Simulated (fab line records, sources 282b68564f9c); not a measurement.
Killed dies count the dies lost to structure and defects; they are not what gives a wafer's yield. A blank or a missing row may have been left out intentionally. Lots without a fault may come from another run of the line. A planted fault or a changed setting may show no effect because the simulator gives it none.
Commonality check across tools ; flow ritCmos ; Sample size 13 lots and 39 wafers

WHY THIS WAS OPENED
RIT_WELLDRIVE_RS_MEAS_01, reading NWELL_RS: flagged on 2 of 13 lots. Wafers without a fault read 275.5 ohm/sq, standard deviation 0.66.
Rule: a lot is flagged when every wafer of it that has a number lies more than 4 standard deviations from that mean, or none has a number. The rest of the lots are taken to be sound.

lot;measured;on;NWELL_RS (ohm/sq), wafer by wafer;flag
L333;day 2 09:04;filmMetro-03;274.8 275.2 274.4;
L334;day 2 14:53;filmMetro-03;276.0 275.5 275.0;
L335;day 2 20:40;filmMetro-03;274.8 275.1 275.3;
L336;day 2 21:31;filmMetro-04;276.2 276.0 275.3;
L337;day 3 05:07;filmMetro-01;276.3 275.7 275.5;
L338;day 3 10:13;filmMetro-03;275.9 277.3 275.9;
L339;day 3 12:11;filmMetro-03;276.3 276.1 275.0;
L340;day 3 17:16;filmMetro-03;275.8 276.3 275.4;
L349;day 5 16:47;filmMetro-04;299.7 300.0 297.1;FLAGGED
L350;day 5 21:51;filmMetro-03;293.1 286.4 278.7;FLAGGED
L354;day 7 00:52;filmMetro-04;276.2 275.9 275.7;
L355;day 7 00:52;filmMetro-03;274.8 273.7 274.9;
L356;day 7 08:30;filmMetro-01;276.8 275.9 276.4;
On average the flagged lots' numbers are 292.5 ohm/sq, which is +17.0 ohm/sq against the usual, or +26 standard deviations.

WHICH TOOL EACH LOT WENT THROUGH
The record holds 1 process step before the reading, out of a route of 202 steps. In each cell: the tool, then ch and the chambers that the sampled wafers went through, then the start.
lot;flag;RIT_WELLDRIVE_ANNEAL_00
L333;;furnace-01 ch 0, day 2 03:59
L334;;furnace-03 ch 0, day 2 09:47
L335;;furnace-04 ch 0, day 2 15:34
L336;;furnace-03 ch 0, day 2 16:25
L337;;furnace-03 ch 0, day 3 00:01
L338;;furnace-03 ch 0, day 3 05:05
L339;;furnace-01 ch 0, day 3 07:05
L340;;furnace-01 ch 0, day 3 12:11
L349;FLAGGED;furnace-01 ch 0, day 5 11:41
L350;FLAGGED;furnace-01 ch 0, day 5 16:46
L354;;furnace-04 ch 0, day 6 19:47
L355;;furnace-04 ch 0, day 6 19:47
L356;;furnace-03 ch 0, day 7 03:25
These steps, and what they do:
- RIT_WELLDRIVE_ANNEAL_00: time 14700 s.
- RIT_WELLDRIVE_RS_MEAS_01: measures by four-point-probe.

FLAGGED AGAINST TOTAL, ONE TOOL AT A TIME (gauges that did the reading follow at the end)
step;tool;lots run;flagged;share of the flagged lots;sound lots run after its first flagged lot
RIT_WELLDRIVE_ANNEAL_00;furnace-01;5;2;all;0
RIT_WELLDRIVE_ANNEAL_00;furnace-03;5;0;none;-
RIT_WELLDRIVE_ANNEAL_00;furnace-04;3;0;none;-
RIT_WELLDRIVE_RS_MEAS_01;filmMetro-01;2;0;none;-
RIT_WELLDRIVE_RS_MEAS_01;filmMetro-03;8;1;some;1 (L355)
RIT_WELLDRIVE_RS_MEAS_01;filmMetro-04;3;1;some;1 (L354)

WHAT IS ALLOWED BY THE TABLE
Rows of the table that ran each flagged lot: 1, that is furnace-01 at RIT_WELLDRIVE_ANNEAL_00.
- furnace-01 at RIT_WELLDRIVE_ANNEAL_00: 2 of its 5 lots flagged. Last sound lot L340 at day 3 12:11, first flagged lot L349 at day 5 11:41; a fault beginning in between fits. Its own readings lie more than 4 standard deviations out on every wafer of the flagged lots: spikeTcCentreC.
furnace-01 at RIT_WELLDRIVE_ANNEAL_00 is the single tool remaining.

WHAT THE SIMULATOR HAD INSERTED
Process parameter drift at RIT_WELLDRIVE_ANNEAL_00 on furnace-01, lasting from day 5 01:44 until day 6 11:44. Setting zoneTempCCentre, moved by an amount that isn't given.
Lots struck among those shown: L349, L350. This agrees with what the rule above found.
